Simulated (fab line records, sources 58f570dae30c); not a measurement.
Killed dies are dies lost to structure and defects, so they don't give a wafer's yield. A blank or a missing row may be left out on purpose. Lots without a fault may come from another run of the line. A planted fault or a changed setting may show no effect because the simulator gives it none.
fab line records | flow berkeley_cmos170
record lots=5 wafers=15 last_day=11
route steps=331 shown NVT@111 PVT@115 GATE@125 FIELD@126 PLDD@145
lots that met no fault: from a run of the same line without faults
start_h: hours from the record's first day to the start of the lot's first wafer shown | wait_h: hours since the lot's step before | " the same as in the row above | L1.1+2: a row that stands for several wafers | - no value, or no start given | * or withheld: withheld | < > ~ a bound
route shown NAME@n: a module of which the file shows steps, and the number in the route of the first | usual: mean/standard deviation of fault-free wafers | same: alike in all rows | chamber/n: place in a boat | sites: the reading at each site | _std_site: their standard deviation | _edge_site: outer sites' mean less inner sites' | radius_mm: how far each site lies from the wafer's centre | mask NAME#n: copy n | behind: the tool/chamber that last shaped the wafer | hold: why the lot was held/for how many hours/how that ended | device: the transistor (n, p or np) that didn't switch | end of line: the same wafers' tests at the end of the route | a step without rows: its recipe alone | killed: dies lost to structure and defects at the first sort, not the wafer's yield | map: a wafer's dies, x killed, . not, _ none there
set.NAME: the setting as run; set.NAME@STEP: as run at that earlier step | model.NAME: the simulator's own value behind a step, which no gauge read
lots at some steps of the route; a table a step, a row a wafer
services: from which hour (start_h, from the record's first day; less than 0 if before it) a tool's chamber was out of use, for how many hours, and why
## steps
# step UCB170_NVT_IMPLANT_07
# recipe species=BF2 dose_cm2=3e+12 energy_kev=50 tilt_deg=7
# usual beam_on_s=9.99/0.22
# same implant_ion_amu=49
# columns lot.wafer tool chamber start_h wait_h beam_on_s
L077.1 implanter-01 0 124.97 0.0 10.05
L077.2 " 0 " " 10.31
L077.3 " 0 " " 9.83
L083.1 implanter-03 0 142.88 0.0 10.03
L083.2 " 0 " " 9.92
L083.3 " 0 " " 10.04
L088.1 implanter-01 0 183.92 0.0 10.05
L088.3 " 0 " " 10.49
L088.4 " 0 " " 10.29
L090.1 implanter-03 0 188.70 0.0 9.75
L090.2 " 0 " " 9.74
L090.3 " 0 " " 10.03
L092.1 implanter-01 0 201.01 0.0 10.11
L092.4 " 0 " " 10.21
L092.6 " 0 " " 10.17
# step UCB170_NVT_STRIP_08
# recipe chemistry=O2 power_w=400 pressure_mtorr=3500 platen_temp_c=withheld o2_flow_sccm=400 overash_fraction=0.5
# usual drypump_motor_current_A=5.66/0.28 oes_product_au=0.734/0.0045 strip_time_to_endpoint_s=21.65/0.062
# columns lot.wafer tool chamber start_h wait_h drypump_motor_current_A oes_product_au rf_hours_counter_h strip_time_to_endpoint_s
L077.1 plasma_asher-02 0 125.12 0.1 5.63 0.725 40 21.62
L077.2 " 1 " " 5.46 0.729 40 21.62
L077.3 " 1 " " 5.45 0.733 - 21.59
L083.1 plasma_asher-03 1 143.03 0.1 6.21 0.728 37 21.63
L083.2 " 0 " " 5.68 0.740 37 21.62
L083.3 " 1 " " 6.22 0.741 - 21.65
L088.1 plasma_asher-01 0 184.07 0.1 5.43 0.731 48 21.64
L088.3 " 1 " " 5.53 0.729 - 21.63
L088.4 " 0 " " 5.42 0.735 - 21.66
L090.1 plasma_asher-03 0 188.85 0.1 5.66 0.732 42 21.62
L090.2 " 1 " " 6.20 0.733 42 21.73
L090.3 " 0 " " 5.68 0.739 - 21.69
L092.1 plasma_asher-03 0 201.16 0.1 5.67 0.731 43 21.52
L092.4 " 0 " " 5.69 0.734 - 21.53
L092.6 " 0 " " 5.68 0.735 - 21.54
# step UCB170_NVT_TW_MEAS_09
# usual NVT_TW=522/3.3
# columns lot.wafer tool chamber start_h wait_h NVT_TW
L077.1 film_metro-03 - 125.22 0.1 520
L077.2 " - " " 521
L077.3 " - " " 526
L083.1 film_metro-04 - 143.13 0.1 526
L083.2 " - " " 526
L083.3 " - " " 527
L088.1 film_metro-01 - 184.17 0.1 522
L088.3 " - " " 518
L088.4 " - " " 519
L090.1 film_metro-01 - 188.95 0.1 523
L090.2 " - " " 518
L090.3 " - " " 522
L092.1 film_metro-01 - 201.26 0.1 519
L092.4 " - " " 521
L092.6 " - " " 521
# step UCB170_NVT_CLEAN_10
# recipe chemistry=SPM temp_c=120 time_s=600
# columns lot.wafer tool chamber start_h wait_h
L077.1+2+3 wet_bench-02 0 128.34 3.1
L083.1+2+3 wet_bench-01 0 143.58 0.4
L088.1+3+4 wet_bench-01 3 185.72 1.5
L090.1+2+3 wet_bench-04 2 189.01 0.1
L092.1+4+6 wet_bench-02 2 201.32 0.1
# step UCB170_PVT_HMDS_00
# recipe prime_time_s=60 prime_temp_c=100
# usual prime_temp_c=100.00/0.13
# columns lot.wafer tool chamber start_h wait_h prime_temp_c
L077.1 litho_track-01 0 128.59 0.1 100.14
L077.2 " 0 " " 100.24
L077.3 " 0 " " 100.12
L083.1 litho_track-02 0 144.19 0.3 99.95
L083.2 " 0 " " 99.91
L083.3 " 0 " " 99.89
L088.1 litho_track-02 0 185.89 0.0 100.05
L088.3 " 0 " " 100.02
L088.4 " 0 " " 100.20
L090.1 litho_track-02 0 189.18 0.0 99.88
L090.2 " 0 " " 99.88
L090.3 " 0 " " 99.72
L092.1 litho_track-02 0 201.50 0.0 99.98
L092.4 " 0 " " 100.02
L092.6 " 0 " " 100.19
# step UCB170_PVT_COAT_01
# recipe resist=KrF spin_rpm=1500 resist_thk_nm=900
# columns lot.wafer tool chamber start_h wait_h
L077.1+2+3 litho_track-01 0 128.74 0.1
L083.1+2+3 litho_track-02 0 144.34 0.1
L088.1+3+4 litho_track-02 0 186.04 0.1
L090.1+2+3 litho_track-02 0 189.33 0.1
L092.1+4+6 litho_track-02 0 201.65 0.1
# step UCB170_PVT_SOFTBAKE_02
# recipe resist=KrF temp_c=130 time_s=60
# columns lot.wafer tool chamber start_h wait_h
L077.1+2+3 litho_track-01 0 128.89 0.1
L083.1+2+3 litho_track-02 0 144.49 0.1
L088.1+3+4 litho_track-02 0 186.19 0.1
L090.1+2+3 litho_track-02 0 189.48 0.1
L092.1+4+6 litho_track-02 0 201.80 0.1
# step UCB170_PVT_EXPOSE_03
# recipe mask_id=NWELL target_cd_nm=3000 na=0.5 sigma_outer=0.6 source_shape=conventional dose_mj=30
# columns lot.wafer tool chamber start_h wait_h mask
L077.1+2+3 krf_scanner-01 0 129.21 0.3 NWELL#0
L083.1+2+3 krf_scanner-01 0 144.73 0.2 NWELL#0
L088.1+3+4 krf_scanner-01 0 186.47 0.2 NWELL#0
L090.1+2+3 krf_scanner-02 0 189.76 0.2 NWELL#0
L092.1+4+6 krf_scanner-02 0 202.27 0.4 NWELL#0
# step UCB170_PVT_PEB_04
# recipe peb_temp_c=130 peb_time_s=withheld resist=KrF
# columns lot.wafer tool chamber start_h wait_h
L077.1+2+3 litho_track-03 0 129.33 0.1
L083.1+2+3 litho_track-02 0 145.00 0.3
L088.1+3+4 litho_track-02 0 186.58 0.1
L090.1+2+3 litho_track-01 0 190.17 0.4
L092.1+4+6 litho_track-03 0 202.48 0.2
# step UCB170_PVT_DEVELOP_05
# recipe developer=TMAH develop_time_s=45 resist=KrF dev_temp_c=21
# columns lot.wafer tool chamber start_h wait_h
L077.1+2+3 litho_track-03 0 - -
L083.1+2+3 litho_track-02 0 - -
L088.1+3+4 litho_track-02 0 - -
L090.1+2+3 litho_track-01 0 - -
L092.1+4+6 litho_track-03 0 - -
# step UCB170_PVT_OVL_MEAS_06
# usual PVT_OVL=3/7
# columns lot.wafer tool chamber start_h wait_h PVT_OVL[nm]
L077.1 overlay-02 - 129.60 - -4
L077.2 " - " " 0
L077.3 " - " " -12
L083.1 overlay-01 - 145.28 - 2
L083.2 " - " " 5
L083.3 " - " " -3
L088.1 overlay-01 - 186.86 - -5
L088.3 " - " " -2
L088.4 " - " " -1
L090.1 overlay-01 - 190.45 - -1
L090.2 " - " " -6
L090.3 " - " " 16
L092.1 overlay-01 - 202.75 - 4
L092.4 " - " " 11
L092.6 " - " " 20
# step UCB170_PVT_IMPLANT_07
# recipe species=P dose_cm2=2e+12 energy_kev=30 tilt_deg=7
# usual beam_on_s=10.01/0.21
# same implant_ion_amu=31
# columns lot.wafer tool chamber start_h wait_h beam_on_s
L077.1 implanter-01 0 129.64 0.0 9.78
L077.2 " 0 " " 10.11
L077.3 " 0 " " 10.07
L083.1 implanter-03 0 145.32 0.0 9.66
L083.2 " 0 " " 9.91
L083.3 " 0 " " 9.97
L088.1 implanter-01 0 186.89 0.0 9.89
L088.3 " 0 " " 10.36
L088.4 " 0 " " 10.41
L090.1 implanter-03 0 190.48 0.0 9.96
L090.2 " 0 " " 10.44
L090.3 " 0 " " 9.77
L092.1 implanter-02 0 202.79 0.0 9.92
L092.4 " 0 " " 9.79
L092.6 " 0 " " 9.99
# step UCB170_PVT_STRIP_08
# recipe chemistry=O2 power_w=400 pressure_mtorr=3500 platen_temp_c=withheld o2_flow_sccm=400 overash_fraction=0.5
# usual drypump_motor_current_A=5.67/0.28 oes_product_au=0.735/0.0047 strip_time_to_endpoint_s=21.66/0.059
# columns lot.wafer tool chamber start_h wait_h drypump_motor_current_A oes_product_au rf_hours_counter_h strip_time_to_endpoint_s
L077.1 plasma_asher-04 1 129.79 0.1 5.57 0.735 2 21.66
L077.2 " 0 " " 5.36 0.729 2 21.62
L077.3 " 0 " " 5.34 0.729 - 21.67
L083.1 plasma_asher-04 1 145.47 0.1 5.55 0.734 4 21.57
L083.2 " 0 " " 5.35 0.737 4 21.61
L083.3 " 1 " " 5.57 0.731 - 21.58
L088.1 plasma_asher-02 1 187.04 0.1 5.47 0.735 48 21.69
L088.3 " 1 " " 5.47 0.730 - 21.68
L088.4 " 0 " " 5.63 0.735 - 21.60
L090.1 plasma_asher-02 1 190.63 0.1 5.46 0.738 48 21.64
L090.2 " 0 " " 5.61 0.743 48 21.65
L090.3 " 0 " " 5.61 0.724 - 21.64
L092.1 plasma_asher-02 1 202.94 0.1 5.44 0.736 50 21.63
L092.4 " 0 " " 5.62 0.730 - 21.64
L092.6 " 0 " " 5.61 0.739 - 21.64
# step UCB170_PVT_TW_MEAS_09
# usual PVT_TW=508/4.5
# columns lot.wafer tool chamber start_h wait_h PVT_TW
L077.1 film_metro-01 - 129.89 0.1 500
L077.2 " - " " 500
L077.3 " - " " 499
L083.1 film_metro-02 - 145.57 0.1 513
L083.2 " - " " 512
L083.3 " - " " 509
L088.1 film_metro-01 - 187.14 0.1 500
L088.3 " - " " 504
L088.4 " - " " 502
L090.1 film_metro-04 - 190.73 0.1 513
L090.2 " - " " 508
L090.3 " - " " 514
L092.1 film_metro-04 - 203.04 0.1 511
L092.4 " - " " 508
L092.6 " - " " 509
# step UCB170_GATE_WET_ETCH_00
# recipe chemistry=dHF dilution=25:1 target=SiO2 temp_c=25 time_s=200
# columns lot.wafer tool chamber start_h wait_h
L077.1+2+3 wet_bench-03 2 129.95 0.1
L083.1+2+3 wet_bench-03 0 145.63 0.1
L088.1+3+4 wet_bench-03 1 187.20 0.1
L090.1+2+3 wet_bench-01 1 190.79 0.1
L092.1+4+6 wet_bench-03 3 203.11 0.1
# step UCB170_FIELD_THK_MEAS_91
# recipe reads=SiO2_of_FIELD_OXIDATION_01
# usual FIELD_OXIDE_LEFT_2_THK=352/10
# columns lot.wafer tool chamber start_h wait_h FIELD_OXIDE_LEFT_2_THK[nm]
L077.1 film_metro-01 - 130.01 0.0 354
L077.2 " - " " 355
L077.3 " - " " 366
L083.1 film_metro-02 - 145.70 0.0 363
L083.2 " - " " 358
L083.3 " - " " 354
L088.1 film_metro-04 - 187.27 0.0 362
L088.3 " - " " 366
L088.4 " - " " 364
L090.1 film_metro-01 - 190.86 0.0 344
L090.2 " - " " 346
L090.3 " - " " 355
L092.1 film_metro-04 - 203.18 0.0 358
L092.4 " - " " 349
L092.6 " - " " 339
# step UCB170_GATE_OXIDATION_01
# recipe temp_c=850 ambient=O2 target_thk_a=66 ox_time_s=1800
# usual tube_center_temp_C=850/0.075
# columns lot.wafer tool chamber start_h wait_h tube_center_temp_C
L077.1 furnace-01 0 131.66 1.6 850.1
L077.2 " 0 " " 849.95
L077.3 " 0 " " 849.94
L083.1 furnace-03 0 147.88 2.2 849.95
L083.2 " 0 " " 850.07
L083.3 " 0 " " 850.04
L088.1 furnace-01 0 192.50 5.2 849.95
L088.3 " 0 " " 849.92
L088.4 " 0 " " 849.92
L090.1 furnace-01 0 192.50 1.6 849.98
L090.2 " 0 " " 850.13
L090.3 " 0 " " 850.02
L092.1 furnace-02 0 203.84 0.7 850.05
L092.4 " 0 " " 849.93
L092.6 " 0 " " 850.03
# step UCB170_GATE_THK_MEAS_02
# recipe reads=SiO2_of_GATE_OXIDATION_01
# usual GATE_OXIDE_THK=6.61/0.12
# columns lot.wafer tool chamber start_h wait_h GATE_OXIDE_THK[nm]
L077.1 film_metro-02 - 133.16 0.0 6.78
L077.2 " - " " 6.78
L077.3 " - " " 6.95
L083.1 film_metro-02 - 149.38 0.0 6.60
L083.2 " - " " 6.64
L083.3 " - " " 6.46
L088.1 film_metro-02 - 194.00 0.0 6.74
L088.3 " - " " 6.64
L088.4 " - " " 6.62
L090.1 film_metro-03 - 194.00 0.0 6.68
L090.2 " - " " 6.71
L090.3 " - " " 6.65
L092.1 film_metro-02 - 205.35 0.0 6.47
L092.4 " - " " 6.58
L092.6 " - " " 6.46
# step UCB170_GATE_ANNEAL_03
# recipe temp_c=900 time_s=1800 ambient=N2
# usual tube_center_temp_C=900.01/0.079
# columns lot.wafer tool chamber start_h wait_h tube_center_temp_C
L077.1 furnace-03 0 135.51 2.3 899.99
L077.2 " 0 " " 900.02
L077.3 " 0 " " 899.97
L083.1 furnace-02 0 151.51 2.1 899.82
L083.2 " 0 " " 900.07
L083.3 " 0 " " 900
L088.1 furnace-02 0 196.74 2.7 899.97
L088.3 " 0 " " 900.06
L088.4 " 0 " " 900.13
L090.1 furnace-02 0 196.74 2.7 899.88
L090.2 " 0 " " 900.09
L090.3 " 0 " " 900.07
L092.1 furnace-03 0 209.04 3.7 899.97
L092.4 " 0 " " 899.96
L092.6 " 0 " " 900.05
# step UCB170_GATE_CVD_04
# recipe material=poly-Si temp_c=610 precursor=SiH4 time_s=1440 pressure_mtorr=375 target_thk_nm=214 sih4_flow_sccm=120
# usual sih4_flow_sccm=120.1/0.38
# columns lot.wafer tool chamber start_h wait_h sih4_flow_sccm
L077.1 lpcvd-02 0 139.48 2.5 120.3
L077.2 " 0 " " 120.2
L077.3 " 0 " " 120.0
L083.1 lpcvd-02 0 153.01 0.0 120.2
L083.2 " 0 " " 120.2
L083.3 " 0 " " 119.8
L088.1 lpcvd-01 1 201.51 3.3 120.3
L088.3 " 1 " " 120.0
L088.4 " 1 " " 120.6
L090.1 lpcvd-01 0 201.51 3.3 120.7
L090.2 " 0 " " 121.2
L090.3 " 0 " " 121.0
L092.1 lpcvd-01 1 210.67 0.1 120.2
L092.4 " 1 " " 120.5
L092.6 " 1 " " 120.5
# step UCB170_GATE_THK_MEAS_05
# recipe reads=poly-Si_of_GATE_CVD_04
# usual GATE_POLY_THK=215.0/2.1
# columns lot.wafer tool chamber start_h wait_h GATE_POLY_THK[nm]
L077.1 film_metro-02 - 140.88 0.0 217.5
L077.2 " - " " 218.0
L077.3 " - " " 217.2
L083.1 film_metro-01 - 154.41 0.0 216.3
L083.2 " - " " 217.3
L083.3 " - " " 214.6
L088.1 film_metro-01 - 203.61 0.0 215.5
L088.3 " - " " 216.6
L088.4 " - " " 216.1
L090.1 film_metro-02 - 203.61 0.0 215.2
L090.2 " - " " 215.4
L090.3 " - " " 213.4
L092.1 film_metro-03 - 212.07 0.0 215.4
L092.4 " - " " 215.7
L092.6 " - " " 216.2
# step UCB170_GATE_COAT_06
# recipe resist=BARC temp_c=withheld time_s=withheld spin_rpm=3000 resist_thk_nm=withheld
# columns lot.wafer tool chamber start_h wait_h
L077.1+2+3 litho_track-04 0 140.94 0.1
L083.1+2+3 litho_track-01 0 154.53 0.1
L088.1+3+4 litho_track-04 0 203.67 0.1
L090.1+2+3 litho_track-01 0 203.94 0.3
L092.1+4+6 litho_track-01 0 212.13 0.1
# step UCB170_GATE_COAT_07
# recipe resist=KrF spin_rpm=1500 resist_thk_nm=900
# columns lot.wafer tool chamber start_h wait_h
L077.1+2+3 litho_track-04 0 - -
L083.1+2+3 litho_track-01 0 - -
L088.1+3+4 litho_track-04 0 - -
L090.1+2+3 litho_track-01 0 - -
L092.1+4+6 litho_track-01 0 - -
# step UCB170_GATE_SOFTBAKE_08
# recipe resist=KrF temp_c=130 time_s=60
# columns lot.wafer tool chamber start_h wait_h
L077.1+2+3 litho_track-04 0 - -
L083.1+2+3 litho_track-01 0 - -
L088.1+3+4 litho_track-04 0 - -
L090.1+2+3 litho_track-01 0 - -
L092.1+4+6 litho_track-01 0 - -
# step UCB170_GATE_EXPOSE_09
# recipe mask_id=POLY target_cd_nm=350 na=0.5 sigma_outer=0.6 source_shape=conventional dose_mj=21
# columns lot.wafer tool chamber start_h wait_h mask
L077.1+2+3 krf_scanner-02 0 141.52 - POLY#0
L083.1+2+3 krf_scanner-02 0 154.98 - POLY#0
L088.1+3+4 krf_scanner-01 0 204.19 - POLY#0
L090.1+2+3 krf_scanner-01 0 204.39 - POLY#0
L092.1+4+6 krf_scanner-02 0 212.70 - POLY#0
# step UCB170_GATE_PEB_10
# recipe peb_temp_c=130 peb_time_s=withheld resist=KrF
# columns lot.wafer tool chamber start_h wait_h
L077.1+2+3 litho_track-01 0 142.08 0.5
L083.1+2+3 litho_track-04 0 155.84 0.8
L088.1+3+4 litho_track-01 0 204.39 0.2
L090.1+2+3 litho_track-02 0 204.51 0.1
L092.1+4+6 litho_track-02 0 213.03 0.3
# step UCB170_GATE_DEVELOP_11
# recipe developer=TMAH develop_time_s=45 resist=KrF dev_temp_c=21
# columns lot.wafer tool chamber start_h wait_h
L077.1+2+3 litho_track-01 0 - -
L083.1+2+3 litho_track-04 0 - -
L088.1+3+4 litho_track-01 0 - -
L090.1+2+3 litho_track-02 0 - -
L092.1+4+6 litho_track-02 0 - -
# step UCB170_GATE_CD_MEAS_12
# recipe target_cd_nm=350
# usual cd_nm=349.9/1.4
# columns lot.wafer tool chamber start_h wait_h cd_nm
L077.1 cd_sem-02 - 142.36 - 349.1
L077.2 " - " " 348.9
L077.3 " - " " 349.4
L083.1 cd_sem-02 - 156.12 - 352.5
L083.2 " - " " 351.7
L083.3 " - " " 351.0
L088.1 cd_sem-02 - 204.67 - 351.6
L088.3 " - " " 353.1
L088.4 " - " " 351.6
L090.1 cd_sem-01 - 204.79 - 349.6
L090.2 " - " " 349.4
L090.3 " - " " 348.9
L092.1 cd_sem-02 - 213.30 - 348.8
L092.4 " - " " 349.8
L092.6 " - " " 350.2
# step UCB170_GATE_OVL_MEAS_13
# usual GATE_OVL=-1/5.5
# columns lot.wafer tool chamber start_h wait_h GATE_OVL[nm]
L077.1 overlay-01 - 142.48 0.1 4
L077.2 " - " " 11
L077.3 " - " " 10
L083.1 overlay-01 - 156.24 0.1 -3
L083.2 " - " " -2
L083.3 " - " " -5
L088.1 overlay-02 - 204.79 0.1 4
L088.3 " - " " 5
L088.4 " - " " 7
L090.1 overlay-02 - 204.91 0.1 1
L090.2 " - " " -3
L090.3 " - " " -7
L092.1 overlay-01 - 213.42 0.1 -8
L092.4 " - " " -4
L092.6 " - " " 0
# step UCB170_GATE_ETCH_14
# recipe chemistry=N2/H2 target_depth_a=withheld overetch_a=withheld target=BARC time_s=withheld source_w=500 bias_w=100 pressure_mtorr=30 n2_flow_sccm=100 h2_flow_sccm=200
# usual drypump_motor_current_A=5.5/0.41 oes_product_au=1.000/0.024 throttle_valve_pct=13.31/0.18
# columns lot.wafer tool chamber start_h wait_h drypump_motor_current_A oes_product_au throttle_valve_pct
L077.1 rie_diel-01 1 142.51 0.0 6.1 1.001 13.31
L077.2 " 3 " " 5.0 0.967 13.25
L077.3 " 0 " " 5.9 1.021 13.40
L083.1 rie_diel-02 2 156.27 0.0 6.1 1.005 13.25
L083.2 " 1 " " 5.4 1.000 13.06
L083.3 " 3 " " 5.3 1.014 13.46
L088.1 rie_diel-01 2 204.83 0.0 4.9 0.995 13.29
L088.3 " 3 " " 5.0 0.959 13.22
L088.4 " 3 " " 5.0 0.964 13.22
L090.1 rie_diel-03 0 204.94 0.0 6.0 1.039 13.45
L090.2 " 1 " " 5.7 0.970 13.15
L090.3 " 3 " " 5.1 1.003 13.64
L092.1 rie_diel-01 3 213.46 0.0 5.0 0.961 13.23
L092.4 " 3 " " 5.0 0.960 13.26
L092.6 " 2 " " 4.9 0.998 13.31
# step UCB170_GATE_ETCH_15
# recipe chemistry=HBr/Cl2 target=poly-Si stop_on=SiO2 over_etch_frac=0.3 icp_w=300 bias_w=150 time_s=56.3 pressure_mtorr=15 HBr_flow_sccm=150 Cl2_flow_sccm=50 target_depth_a=2782
# usual drypump_motor_current_A=5.8/0.51 oes_product_au=0.836/0.016 throttle_valve_pct=26.51/0.2
# columns lot.wafer tool chamber start_h wait_h drypump_motor_current_A oes_product_au rf_hours_counter_h throttle_valve_pct
L077.1 rie_si-02 2 142.56 - 5.9 0.825 0 26.46
L077.2 " 1 " " 5.9 0.819 58 26.52
L077.3 " 0 " " 6.6 0.843 1 26.22
L083.1 rie_si-01 1 156.32 - 6.3 0.843 98 26.47
L083.2 " 0 " " 5.5 0.850 87 26.69
L083.3 " 3 " " 5.7 0.827 2 26.93
L088.1 rie_si-02 2 204.87 - 5.9 0.824 1 26.46
L088.3 " 1 " " 5.9 0.812 58 26.53
L088.4 " 3 " " 4.9 0.867 34 26.54
L090.1 rie_si-02 0 204.98 - 6.5 0.840 2 26.23
L090.2 " 3 " " 4.9 0.861 34 26.53
L090.3 " 2 " " 5.9 0.811 1 26.45
L092.1 rie_si-02 0 213.52 - 6.6 0.839 2 26.23
L092.4 " 3 " " 4.9 0.862 35 26.53
L092.6 " 1 " " 5.9 0.812 - 26.53
# step UCB170_GATE_STRIP_16
# recipe chemistry=O2 power_w=400 pressure_mtorr=3500 platen_temp_c=withheld o2_flow_sccm=400 overash_fraction=0.5
# usual drypump_motor_current_A=5.57/0.24 oes_product_au=0.725/0.0046
# columns lot.wafer tool chamber start_h wait_h drypump_motor_current_A oes_product_au rf_hours_counter_h
L077.1 plasma_asher-04 0 142.60 0.0 5.35 0.720 3
L077.2 " 1 " " 5.55 0.722 3
L077.3 " 0 " " 5.37 0.725 -
L083.1 plasma_asher-04 0 156.36 0.0 5.34 0.726 5
L083.2 " 1 " " 5.57 0.720 5
L083.3 " 1 " " 5.57 0.723 -
L088.1 plasma_asher-03 1 204.92 0.0 6.20 0.729 44
L088.3 " 1 " " 6.22 0.732 -
L088.4 " 0 " " 5.68 0.733 -
L090.1 plasma_asher-01 0 205.03 0.0 5.40 0.730 50
L090.2 " 1 " " 5.55 0.720 50
L090.3 " 1 " " 5.53 0.726 -
L092.1 plasma_asher-04 1 213.57 0.0 5.57 0.723 11
L092.4 " 1 " " 5.59 0.727 -
L092.6 " 0 " " 5.33 0.719 -
# step UCB170_GATE_CD_MEAS_90
# recipe target_cd_nm=350
# usual cd_nm=349.8/1.4
# columns lot.wafer tool chamber start_h wait_h cd_nm
L077.1 cd_sem-02 - 142.72 0.1 349.2
L077.2 " - " " 348.1
L077.3 " - " " 348.5
L083.1 cd_sem-02 - 156.55 0.2 352.1
L083.2 " - " " 352.1
L083.3 " - " " 350.3
L088.1 cd_sem-01 - 205.02 0.1 352.3
L088.3 " - " " 352.9
L088.4 " - " " 351.7
L090.1 cd_sem-02 - 205.15 0.1 349.7
L090.2 " - " " 349.7
L090.3 " - " " 349.1
L092.1 cd_sem-02 - 213.68 0.1 349.3
L092.4 " - " " 349.2
L092.6 " - " " 350.8
# step UCB170_GATE_CLEAN_17
# recipe chemistry=SPM temp_c=120 time_s=600
# columns lot.wafer tool chamber start_h wait_h
L077.1+2+3 wet_bench-03 1 142.84 0.1
L083.1+2+3 wet_bench-02 2 156.67 0.1
L088.1+3+4 wet_bench-03 1 205.15 0.1
L090.1+2+3 wet_bench-03 1 205.39 0.2
L092.1+4+6 wet_bench-03 1 217.01 3.3
# step UCB170_PLDD_HMDS_00
# recipe prime_time_s=60 prime_temp_c=100
# usual prime_temp_c=99.98/0.13
# columns lot.wafer tool chamber start_h wait_h prime_temp_c
L077.1 litho_track-02 0 143.03 0.0 99.80
L077.2 " 0 " " 99.71
L077.3 " 0 " " 99.95
L083.1 litho_track-04 0 156.84 0.0 99.91
L083.2 " 0 " " 99.92
L083.3 " 0 " " 99.99
L088.1 litho_track-03 0 205.32 0.0 99.96
L088.3 " 0 " " 99.79
L088.4 " 0 " " 100.07
L090.1 litho_track-02 0 205.57 0.0 100.00
L090.2 " 0 " " 99.86
L090.3 " 0 " " 99.90
L092.1 litho_track-02 0 217.56 0.4 100.21
L092.4 " 0 " " 99.87
L092.6 " 0 " " 100.08
# step UCB170_PLDD_COAT_01
# recipe resist=KrF spin_rpm=1500 resist_thk_nm=900
# columns lot.wafer tool chamber start_h wait_h
L077.1+2+3 litho_track-02 0 143.18 0.1
L083.1+2+3 litho_track-04 0 156.99 0.1
L088.1+3+4 litho_track-03 0 205.47 0.1
L090.1+2+3 litho_track-02 0 205.72 0.1
L092.1+4+6 litho_track-02 0 217.71 0.1
# step UCB170_PLDD_SOFTBAKE_02
# recipe resist=KrF temp_c=130 time_s=60
# columns lot.wafer tool chamber start_h wait_h
L077.1+2+3 litho_track-02 0 143.33 0.1
L083.1+2+3 litho_track-04 0 157.14 0.1
L088.1+3+4 litho_track-03 0 205.62 0.1
L090.1+2+3 litho_track-02 0 205.87 0.1
L092.1+4+6 litho_track-02 0 217.86 0.1
# step UCB170_PLDD_EXPOSE_03
# recipe mask_id=PSELECT na=0.5 sigma_outer=0.6 source_shape=conventional target_cd_nm=1200 dose_mj=30
# columns lot.wafer tool chamber start_h wait_h mask
L077.1+2+3 krf_scanner-02 0 143.48 0.1 PSELECT#0
L083.1+2+3 krf_scanner-01 0 157.42 0.2 PSELECT#0
L088.1+3+4 krf_scanner-01 0 205.77 0.1 PSELECT#0
L090.1+2+3 krf_scanner-02 0 206.14 0.2 PSELECT#0
L092.1+4+6 krf_scanner-02 0 218.15 0.3 PSELECT#0
# step UCB170_PLDD_PEB_04
# recipe peb_temp_c=130 peb_time_s=withheld resist=KrF
# columns lot.wafer tool chamber start_h wait_h
L077.1+2+3 litho_track-02 0 143.60 0.1
L083.1+2+3 litho_track-04 0 158.02 0.6
L088.1+3+4 litho_track-04 0 205.89 0.1
L090.1+2+3 litho_track-03 0 206.26 0.1
L092.1+4+6 litho_track-02 0 218.91 0.7
# step UCB170_PLDD_DEVELOP_05
# recipe developer=TMAH develop_time_s=45 resist=KrF dev_temp_c=21
# columns lot.wafer tool chamber start_h wait_h
L077.1+2+3 litho_track-02 0 - -
L083.1+2+3 litho_track-04 0 - -
L088.1+3+4 litho_track-04 0 - -
L090.1+2+3 litho_track-03 0 - -
L092.1+4+6 litho_track-02 0 - -
# step UCB170_PLDD_CD_MEAS_06
# recipe target_cd_nm=1200
# usual cd_nm=1200.3/1.4
# columns lot.wafer tool chamber start_h wait_h cd_nm
L077.1 cd_sem-02 - 143.87 - 1202.6
L077.2 " - " " 1201.6
L077.3 " - " " 1199.6
L083.1 cd_sem-01 - 158.29 - 1199.6
L083.2 " - " " 1200.9
L083.3 " - " " 1199.1
L088.1 cd_sem-01 - 206.16 - 1202.0
L088.3 " - " " 1200.2
L088.4 " - " " 1199.9
L090.1 cd_sem-02 - 206.54 - 1198.8
L090.2 " - " " 1199.4
L090.3 " - " " 1199.6
L092.1 cd_sem-01 - 219.18 - 1200.6
L092.4 " - " " 1201.9
L092.6 " - " " 1201.9
# step UCB170_PLDD_OVL_MEAS_07
# usual PLDD_OVL=4/5.5
# columns lot.wafer tool chamber start_h wait_h PLDD_OVL[nm]
L077.1 overlay-01 - 143.99 0.1 5
L077.2 " - " " 1
L077.3 " - " " 5
L083.1 overlay-01 - 158.41 0.1 -3
L083.2 " - " " -3
L083.3 " - " " 0
L088.1 overlay-01 - 206.28 0.1 6
L088.3 " - " " 8
L088.4 " - " " 4
L090.1 overlay-01 - 206.66 0.1 4
L090.2 " - " " -3
L090.3 " - " " -4
L092.1 overlay-01 - 219.30 0.1 2
L092.4 " - " " 3
L092.6 " - " " 5
# step UCB170_PLDD_IMPLANT_08
# recipe species=BF2 dose_cm2=5e+13 energy_kev=10 tilt_deg=7 rotation_deg=0
# usual beam_on_s=9.99/0.21
# same implant_ion_amu=49
# columns lot.wafer tool chamber start_h wait_h beam_on_s
L077.1 implanter-02 0 144.03 0.0 9.94
L077.2 " 0 " " 10.14
L077.3 " 0 " " 10.42
L083.1 implanter-03 0 158.45 0.0 10.03
L083.2 " 0 " " 10.30
L083.3 " 0 " " 9.90
L088.1 implanter-02 0 206.32 0.0 10.16
L088.3 " 0 " " 9.94
L088.4 " 0 " " 10.12
L090.1 implanter-04 0 206.69 0.0 10.01
L090.2 " 0 " " 9.90
L090.3 " 0 " " 10.18
L092.1 implanter-04 0 219.34 0.0 10.22
L092.4 " 0 " " 9.65
L092.6 " 0 " " 9.86
## services
# columns tool chamber start_h hours kind
plasma_asher-02 - 102.95 19.8 pm
furnace-03 - 103.00 3.3 pm
lpcvd-01 - 107.23 6.1 pm
plasma_asher-04 - 108.75 9.0 pm
implanter-02 - 108.82 2.5 repair
furnace-01 - 110.97 2.7 pm
rie_diel-01 - 115.63 0.5 repair
krf_scanner-01 - 116.59 1.0 pm
implanter-02 - 118.25 2.0 pm
rie_si-02 - 120.46 2.8 pm
plasma_asher-04 - 121.34 0.4 repair
implanter-02 - 129.65 1.8 repair
krf_scanner-01 - 133.93 3.6 pm
implanter-01 - 140.41 2.7 repair
krf_scanner-02 - 144.17 0.8 pm
implanter-01 - 169.64 3.4 repair
plasma_asher-03 - 177.32 1.8 repair
furnace-02 - 187.69 3.6 pm
implanter-01 - 192.51 0.7 repair
rie_si-02 0 196.86 3.2 repair
implanter-03 - 197.36 82.8 pm
krf_scanner-01 - 209.10 1.3 pm
krf_scanner-01 - 213.84 0.8 pm
krf_scanner-02 - 219.38 1.0 pm
## key
fault none
